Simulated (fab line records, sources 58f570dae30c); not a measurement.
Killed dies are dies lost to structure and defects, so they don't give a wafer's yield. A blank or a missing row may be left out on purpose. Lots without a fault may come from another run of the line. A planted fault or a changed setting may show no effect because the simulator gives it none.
Which tool did it? | flow berkeley_cmos170 | 14 lots, 42 wafers sampled, at 4 steps of a route of 331

WHAT THE GAUGES READ, wafer by wafer
UCB170_NLDD_CD_MEAS_06: target cd 1200 nm.
lot  | measured     | on        | cd_nm (nm)
L371 | day 7 13:52  | cd_sem-01 | 1198.8 1198.6 1199.5
L373 | day 7 14:11  | cd_sem-01 | 1199.4 1199.8 1200.5
L372 | day 7 14:26  | cd_sem-01 | 1200.0 1200.9 1199.2
L370 | day 7 15:04  | cd_sem-02 | 1200.6 1199.6 1200.7
L374 | day 8 07:52  | cd_sem-02 | 1199.6 1200.3 1199.8
L375 | day 8 08:29  | cd_sem-02 | 1198.5 1198.8 1199.0
L376 | day 9 04:35  | cd_sem-02 | 1202.1 1201.1 1200.7
L378 | day 9 04:59  | cd_sem-01 | 1199.4 1198.0 1198.6
L380 | day 9 10:49  | cd_sem-01 | 1199.1 1199.4 1200.8
L386 | day 11 00:25 | cd_sem-01 | 1196.6 1197.6 1197.5
L387 | day 11 00:43 | cd_sem-02 | 1202.2 1202.1 1200.7
L385 | day 11 01:04 | cd_sem-01 | 1199.2 1201.2 1199.3
L392 | day 12 03:44 | cd_sem-02 | 1197.7 1198.0 1196.5
L391 | day 12 05:41 | cd_sem-01 | 1200.6 1201.0 1198.7

UCB170_SDANNEAL_RS_MEAS_04: measures by four-point-probe.
lot  | measured     | on            | PLDD_RS (ohm/sq)
L371 | day 8 01:58  | film_metro-03 | 1032.2 1032.2 1030.9
L373 | day 8 02:13  | film_metro-01 | 1030.8 1027.3 1032.2
L372 | day 8 02:28  | film_metro-04 | 1033.1 1028.9 1031.7
L370 | day 8 03:10  | film_metro-03 | 1029.6 1031.0 1029.9
L374 | day 8 21:44  | film_metro-03 | 1030.5 1027.2 1034.4
L375 | day 8 21:31  | film_metro-04 | 1034.6 1031.8 1031.5
L376 | day 9 18:11  | film_metro-01 | 1031.9 1034.2 1035.1
L378 | day 9 18:22  | film_metro-03 | 1032.7 1033.8 1032.5
L380 | day 9 18:53  | film_metro-03 | 1033.5 1030.9 1033.3
L386 | day 11 13:39 | film_metro-03 | 1029.9 1031.3 1031.4
L387 | day 11 13:28 | film_metro-04 | 1029.3 1027.8 1025.8
L385 | day 11 14:04 | film_metro-04 | 1030.5 1030.6 1033.1
L392 | day 12 16:49 | film_metro-04 | 1030.8 1033.4 1031.8
L391 | day 12 17:15 | film_metro-01 | 1028.8 1033.0 1030.9

UCB170_M1_OVL_MEAS_10.
lot  | measured     | on         | M1_OVL (nm)
L371 | day 8 12:12  | overlay-02 | -9 -7 -12
L373 | day 8 11:58  | overlay-01 | -7 -9 -3
L372 | day 8 11:43  | overlay-02 | -3 5 2
L370 | day 8 11:29  | overlay-01 | -6 -13 -7
L374 | day 9 05:46  | overlay-02 | -10 -7 -6
L375 | day 9 04:49  | overlay-02 | -9 -16 -18
L376 | day 10 02:23 | overlay-01 | 7 -1 3
L378 | day 10 03:23 | overlay-01 | 12 7 3
L380 | day 10 03:53 | overlay-02 | 4 2 -1
L386 | day 12 00:39 | overlay-02 | 6 5 18
L387 | day 11 21:52 | overlay-02 | 5 -2 1
L385 | day 12 00:52 | overlay-01 | -9 -3 2
L392 | day 13 02:31 | overlay-01 | 4 -1 -5
L391 | day 13 02:06 | overlay-01 | -5 0 3

WHICH TOOL RAN EACH LOT (tool, then ch and the chambers of the sampled wafers, then the start)
lot  | UCB170_SILICIDE_RTA_04
L371 | rtp_anneal-01 ch 0, day 8 02:29
L373 | rtp_anneal-02 ch 0, day 8 02:43
L372 | rtp_anneal-02 ch 0, day 8 02:59
L370 | rtp_anneal-01 ch 0, day 8 03:40
L374 | rtp_anneal-01 ch 0, day 8 22:14
L375 | rtp_anneal-02 ch 0, day 8 22:01
L376 | rtp_anneal-01 ch 0, day 9 18:41
L378 | rtp_anneal-02 ch 0, day 9 18:52
L380 | rtp_anneal-01 ch 0, day 9 19:25
L386 | rtp_anneal-01 ch 0, day 11 14:10
L387 | rtp_anneal-02 ch 0, day 11 14:01
L385 | rtp_anneal-01 ch 0, day 11 14:34
L392 | rtp_anneal-02 ch 0, day 12 17:20
L391 | rtp_anneal-02 ch 0, day 12 17:46
- UCB170_SILICIDE_RTA_04: time 15 s.

WHAT THE TOOLS THEMSELVES READ (means of the sampled wafers that have a number; where no wafer has one, the mark that the record gives instead)
UCB170_SILICIDE_RTA_04.
lot  | tool          | chamber_o2_ppm | lamp_power_pct (%) | wafer_temp_C_max
L371 | rtp_anneal-01 | 1.983          | 10.3               | 652.5
L373 | rtp_anneal-02 | 1.982          | 9.6                | 652.8
L372 | rtp_anneal-02 | 2.013          | 9.6                | 653.7
L370 | rtp_anneal-01 | 1.973          | 10.3               | 652.2
L374 | rtp_anneal-01 | 2.017          | 10.3               | 652.1
L375 | rtp_anneal-02 | 1.998          | 9.6                | 652.9
L376 | rtp_anneal-01 | 1.995          | 10.3               | 652.1
L378 | rtp_anneal-02 | 1.996          | 9.6                | 652.8
L380 | rtp_anneal-01 | 2.004          | 10.3               | 652.1
L386 | rtp_anneal-01 | 61.987         | 10.3               | 652.0
L387 | rtp_anneal-02 | 2.020          | 9.6                | 652.3
L385 | rtp_anneal-01 | 62.008         | 10.3               | 652.1
L392 | rtp_anneal-02 | 1.989          | 9.6                | 652.7
L391 | rtp_anneal-02 | 1.981          | 9.6                | 652.6

THE ANSWER, worked out from the rows above alone
Rule: what is usual is taken from the lots themselves. Put in order of their means at a reading, lots are off if they are a third of the lots or fewer, leave a main group of 4 or more, and stand apart from it by a gap of 3 or more times the standard deviation of the main group's means; of several such gaps the widest counts. A main group whose means are all the same, to the digits that the tables above print for the reading, isn't used. A lot without any number at a reading at which 4 lots or more have one is off too. The other lots that the step has rows for count as sound. The gauges are gone through in route order, then the tools' own readings, and for those a lot's mean is taken as printed above. The first step at which some lot is off is used, and at that step the reading that is off furthest; a lot without a number counts as furthest.
Off: L386, L385, at UCB170_SILICIDE_RTA_04 (chamber_o2_ppm). The main group: mean 1.996, standard deviation 0.015.
A tool fits if, at that step or a process step before it, it ran every lot that is off, and no sound lot after the first of them. One fits: rtp_anneal-01 at UCB170_SILICIDE_RTA_04. Its last sound lot is L380 (day 9 19:25), its first lot that is off L386 (day 11 14:10): a fault that began between those two fits.
The tool's own readings at UCB170_SILICIDE_RTA_04 bear it out: on the lots that are off they differ by more than 5 times the standard deviation of the sound lots' means. chamber_o2_ppm reads 61.998 there against 1.996 on the sound lots.

WHAT THE SIMULATOR HAD PUT IN
Process parameter drift: rtp_anneal-01, from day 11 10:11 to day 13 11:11, at UCB170_SILICIDE_RTA_04. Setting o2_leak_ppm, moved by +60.
Lots struck among those shown: L386, L385. The rule above found the same.
